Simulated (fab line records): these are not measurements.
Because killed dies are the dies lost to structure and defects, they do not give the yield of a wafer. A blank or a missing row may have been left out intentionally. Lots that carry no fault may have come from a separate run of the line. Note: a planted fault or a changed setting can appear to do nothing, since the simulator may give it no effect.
Which of the tools did it? -- flow berkeley cmos170 -- at 1 step of a route of 331, 7 lots with 21 wafers sampled

## WHAT THE GAUGES READ, wafer by wafer
UCB170_PSD_CD_MEAS_06: the cd target is 1200 nm.
lot,measured,on,cd nm (nm)
L276,day 8 03:27,cd sem-02,1198.2 1198.6 1200.4
L278,day 8 08:23,cd sem-01,1199.0 1199.5 1199.8
L280,day 9 02:43,cd sem-02,1201.1 1201.0 1200.5
L284,day 9 18:50,cd sem-01,1199.6 1200.4 1201.1
L285,day 10 11:04,cd sem-01,1200.2 1202.0 1201.8
L288,day 10 11:32,cd sem-02,1197.6 1197.0 1197.9
L296,day 12 06:53,cd sem-01,1198.9 1199.1 1199.0

## WHAT TOOL EACH LOT RAN ON (gives the tool, then ch and the chambers of the sampled wafers, and finally the start)
No process step before these readings appears in the record.

## THE ANSWER, worked out from the rows above alone
Rule: usual is defined by the lots themselves. Put in order of their means at a reading, lots are off if they are a third of the lots or fewer, leave a main group of 4 or more, and stand apart from it by a gap of 3 or more times the standard deviation of the main group's means; of several such gaps the widest counts. A main group whose means are all the same, to the digits that the tables above print for the reading, isn't used. A lot without any number at a reading at which 4 lots or more have one is off too. All remaining lots with rows at the step are treated as sound.
Nothing can be told from this: no lot is off at any reading shown.

## WHAT THE SIMULATOR PUT IN
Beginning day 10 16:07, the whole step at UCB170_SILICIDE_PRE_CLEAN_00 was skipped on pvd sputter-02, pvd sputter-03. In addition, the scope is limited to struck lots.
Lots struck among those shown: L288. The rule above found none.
